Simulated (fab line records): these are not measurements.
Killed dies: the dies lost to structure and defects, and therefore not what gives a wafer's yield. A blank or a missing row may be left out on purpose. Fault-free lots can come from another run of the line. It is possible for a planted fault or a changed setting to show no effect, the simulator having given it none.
Which tool is to blame? + flow berkeley-cmos170 + 7 lots, 21 wafers sampled, at 3 steps of a route of 331

## WHAT EACH GAUGE READ, for each wafer
UCB170_M3_RS_MEAS_02: a four-point-probe measurement.
| lot  | measured     | on            | M3_AL_RS (ohm/sq)                         |
|------|--------------|---------------|-------------------------------------------|
| L932 | day 9 08:23  | film-metro-04 | 0.0321 0.0324 0.0323                      |
| L934 | day 9 08:27  | film-metro-01 | 0.0325 0.0322 0.0327                      |
| L935 | day 10 05:06 | film-metro-03 | 0.0319 0.0322 0.0323                      |
| L937 | day 10 04:01 | film-metro-04 | 0.0319 0.0328 0.0327                      |
| L941 | day 10 13:11 | film-metro-04 | 0.0324 0.0326 0.0321                      |
| L939 | day 10 13:30 | film-metro-01 | 0.0323 0.0327 0.0326                      |
| L948 | day 12 17:14 | film-metro-04 | 0.0320 0.0422 0.0425 0.0319 0.0423 0.0426 |

## TOOL THAT RAN EACH LOT (tool first, then ch and the chambers of the sampled wafers, then the start)
| lot  | UCB170_PVT_STRIP_08                  | UCB170_M3_SPUTTER_01         |
|------|--------------------------------------|------------------------------|
| L932 | plasma-asher-02 ch 0,1, day 6 23:33  | pvd-sputter-04, day 9 08:16  |
| L934 | plasma-asher-04 ch 0,1, day 7 02:25  | pvd-sputter-03, day 9 08:22  |
| L935 | plasma-asher-04 ch 0,1, day 8 02:42  | pvd-sputter-04, day 10 04:59 |
| L937 | plasma-asher-04 ch 0,1, day 8 02:56  | pvd-sputter-01, day 10 03:55 |
| L941 | plasma-asher-04 ch 0,1, day 8 09:25  | pvd-sputter-01, day 10 13:06 |
| L939 | plasma-asher-01 ch 0,1, day 8 09:48  | pvd-sputter-04, day 10 13:25 |
| L948 | plasma-asher-01 ch 0,1, day 10 12:01 | pvd-sputter-03, day 12 17:07 |
- UCB170_PVT_STRIP_08: strips in O2.
- UCB170_M3_SPUTTER_01: material Al, target thk 900 nm, time 120 s.

## THE ANSWER, worked out from the rows above alone
Rule: usual is defined by the lots themselves. The widest of any qualifying gaps counts: lots, ordered by their means at a reading, are off when they make up no more than a third of the lots, leave a main group of 4 or more, and stand apart from it by 3 or more times the standard deviation of that group's means. Not used: any main group whose means are identical at the precision the tables above print for the reading. A lot without any number at a reading at which 4 lots or more have one is off too. Where the step has rows for the other lots, those lots are counted as sound.
Off: at UCB170_M3_RS_MEAS_02 (M3_AL_RS), L948. For the main group the mean is 0.0324 ohm/sq and the standard deviation 0.00014.
If a tool, at a process step before that reading, ran all the lots that are off and no sound lot after the first of them, it fits. Gauges at UCB170_M3_RS_MEAS_02: tried the same way as those tools. Can't be told from this: 3 tools fit, plasma-asher-01 at UCB170_PVT_STRIP_08, pvd-sputter-03 at UCB170_M3_SPUTTER_01, film-metro-04 at UCB170_M3_RS_MEAS_02.

## WHAT HAD BEEN PUT IN BY THE SIMULATOR
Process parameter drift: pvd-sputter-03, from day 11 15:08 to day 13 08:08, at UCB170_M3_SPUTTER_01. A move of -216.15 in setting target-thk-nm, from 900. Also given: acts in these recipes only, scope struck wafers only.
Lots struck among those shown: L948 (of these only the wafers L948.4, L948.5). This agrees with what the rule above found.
